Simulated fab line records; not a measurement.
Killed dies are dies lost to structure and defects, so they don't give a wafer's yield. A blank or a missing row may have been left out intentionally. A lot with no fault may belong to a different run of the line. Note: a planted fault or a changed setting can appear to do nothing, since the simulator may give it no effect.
A struck lot beside a sound one ; flow ritCmos ; 45 steps out of a route of 202
Sound: these wafers, L717.1, L717.5, L717.6. Wafers struck: L730.2, L730.3, L730.4. Last of all comes the cause.
Each step with rows lists, per side, the tool, then ch with its chambers, then its first start. Under that, the readings that differ: sound wafers ; struck wafers ; difference of the means ; sigmas: that difference in standard deviations of wafers without a fault.
alike: a reading whose means differ by less than 2 such deviations, as well as words and numbers matching on both sides. not compared: withheld readings; readings where some wafer has no value; bounds like >300 that might hide an equal value; numbers whose values overlap and for which the record gives no deviation.
A row with sigmas, a row that says differs or no value, or rows on one side alone: a step with any of these is where the two part. Non-overlapping numbers with no deviation appear without sigmas and do not part them. Lack of a reading on every wafer of one side parts them only where that side has two or more wafers.

first, 3 steps without rows for these wafers: RIT_NLDD_HARDBAKE_07 (time 60 s); RIT_NLDD_IMPLANT_08; RIT_NLDD_STRIP_09 (strips in O2, time 180 s).
RIT_NLDD_TW_MEAS_10:
  sound: filmMetro-01 at day 3 12:10; struck: filmMetro-01 at day 6 03:04
  alike: NLDD_TW
then, 6 steps without rows for these wafers: RIT_PLDD_HMDS_00 (prime time 60 s); RIT_PLDD_COAT_01 (resist thk 1000 nm); RIT_PLDD_SOFTBAKE_02 (time 60 s); RIT_PLDD_EXPOSE_03 (exposes mask M8, target cd 40900 nm); RIT_PLDD_PEB_04; RIT_PLDD_DEVELOP_05 (develop time 50 s).
RIT_PLDD_OVL_MEAS_06:
  sound: overlay-02 at day 3 13:04; struck: overlay-02 at day 6 04:05
  alike: PLDD_OVL
then, 1 step without rows for these wafers: RIT_PLDD_HARDBAKE_07 (time 60 s).
RIT_PLDD_IMPLANT_08:
  sound on implanter-01 ch 0, day 3 13:15; struck on implanter-03 ch 0, day 6 04:17
reading;sound;struck;difference;sigmas
beamEnergyKeV;19.994 19.993 19.987;19.317 19.306 19.312;-0.680;-99 or more
model.implant.drpNm (nm);9.752 9.752 9.752;9.513 9.513 9.513;-0.239;
  alike: tiltDeg
RIT_PLDD_STRIP_09: strips in O2, time 180 s.
  sound on plasmaAsher-04 ch 0,1, day 3 13:24; struck on plasmaAsher-03 ch 0,1, day 6 04:25
  alike: chamberPressureMTorr, drypumpMotorCurrentA
  not compared: rfHoursCounterH
RIT_PLDD_TW_MEAS_10:
  sound: filmMetro-02 at day 3 13:35; struck: filmMetro-03 at day 6 04:36
  alike: PLDD_TW
then, 4 steps without rows for these wafers: RIT_SPACER_CLEAN_00 (cleans in SC1, time 600 s); RIT_SPACER_CLEAN_01 (cleans in dHF, time 30 s); RIT_SPACER_CLEAN_02 (cleans in SC2, time 600 s); RIT_SPACER_CVD_03 (deposits Si3N4 from SiH2Cl2/NH3, target thk 250 nm, time 3226 s).
RIT_SPACER_THK_MEAS_04:
  sound: filmMetro-02 at day 3 15:55; struck: filmMetro-02 at day 6 07:27
  alike: SPACER_NITRIDE_THK
RIT_SPACER_ETCHBACK_05: etches Si3N4 in SF6/CHF3, stops on SiO2, target depth 250 nm, time 240 s.
  sound on rieDiel-03 ch 1,2, day 3 15:59; struck on rieDiel-01 ch 0,2,3, day 6 07:30
reading;sound;struck;difference;sigmas
drypumpMotorCurrentA (A);4.95 5.89 4.97;5.84 5.99 6.07;+0.70;+3
  alike: chamberPressureMTorr, oesProductAu, throttleValvePct
  not compared: rfHoursCounterH
then, 2 steps without rows for these wafers: RIT_NSD_HMDS_00 (prime time 60 s); RIT_NSD_COAT_01 (resist thk 1000 nm).
RIT_NSD_SOFTBAKE_02: time 60.96 s.
  sound on lithoTrack-01 ch 0, day 3 16:26; struck on lithoTrack-03 ch 0, day 6 07:59
  alike: plateSensorTCentreC, plateSensorTEdgeC, softbakeTempC
then, 3 steps without rows for these wafers: RIT_NSD_EXPOSE_03 (exposes mask M9, target cd 40700 nm); RIT_NSD_PEB_04; RIT_NSD_DEVELOP_05 (develop time 50 s).
RIT_NSD_OVL_MEAS_06:
  sound: overlay-02 at day 3 16:59; struck: overlay-01 at day 6 08:38
  alike: NSD_OVL
then, 2 steps without rows for these wafers: RIT_NSD_HARDBAKE_07 (time 60 s); RIT_NSD_IMPLANT_08.
RIT_NSD_STRIP_09: strips in O2, time 180 s.
  sound on plasmaAsher-02 ch 0,1, day 3 17:19; struck on plasmaAsher-02 ch 0,1, day 6 09:04
  alike: chamberPressureMTorr, drypumpMotorCurrentA
  not compared: rfHoursCounterH
RIT_NSD_TW_MEAS_10:
  sound: filmMetro-02 at day 3 17:29; struck: filmMetro-02 at day 6 09:16
  alike: NSD_TW
then, 6 steps without rows for these wafers: RIT_PSD_HMDS_00 (prime time 60 s); RIT_PSD_COAT_01 (resist thk 1000 nm); RIT_PSD_SOFTBAKE_02 (time 60 s); RIT_PSD_EXPOSE_03 (exposes mask M10, target cd 40900 nm); RIT_PSD_PEB_04; RIT_PSD_DEVELOP_05 (develop time 50 s).
RIT_PSD_OVL_MEAS_06:
  sound: overlay-02 at day 3 18:36; struck: overlay-01 at day 6 10:17
  alike: PSD_OVL
then, 2 steps without rows for these wafers: RIT_PSD_HARDBAKE_07 (time 60 s); RIT_PSD_IMPLANT_08.
RIT_PSD_STRIP_09: strips in O2, time 180 s.
  sound on plasmaAsher-04 ch 0,1, day 3 18:56; struck on plasmaAsher-02 ch 0,1, day 6 10:37
  alike: chamberPressureMTorr, drypumpMotorCurrentA
  not compared: rfHoursCounterH
RIT_SDANNEAL_RS_MEAS_06: the measuring method here is four-point-probe.
  sound: filmMetro-02 at day 3 19:52; struck: filmMetro-02 at day 6 12:05
reading;sound;struck;difference;sigmas
PLDD_RS (ohm/sq);178.3 178.5 178.5;180.6 180.2 180.4;+2.0;+4
  not compared: hold
RIT_SDANNEAL_RS_MEAS_07: the measuring method here is four-point-probe.
  sound: filmMetro-02 at day 3 19:59; struck: filmMetro-02 at day 6 13:14
reading;sound;struck;difference;sigmas
hold;- - -;awaitDispo/1.0h/release awaitDispo/1.0h/release awaitDispo/1.0h/release;no value on the sound wafers;
  alike: NLDD_RS
RIT_M1_PROBE_99:
  sound: prober-02 at day 4 03:14; struck: prober-02 at day 6 21:21
  alike: killedAtFrontEnd, killedDies, killedOpen, killedShort

## WHERE THEY PART
Earliest at RIT_PLDD_IMPLANT_08; latest, in this record, at RIT_SDANNEAL_RS_MEAS_07. Later steps at which nothing parts them and some readings are alike: RIT_M1_PROBE_99.

WHY: what the simulator had put in
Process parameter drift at RIT_PLDD_IMPLANT_08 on implanter-03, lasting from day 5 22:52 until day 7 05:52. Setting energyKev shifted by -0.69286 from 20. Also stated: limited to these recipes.
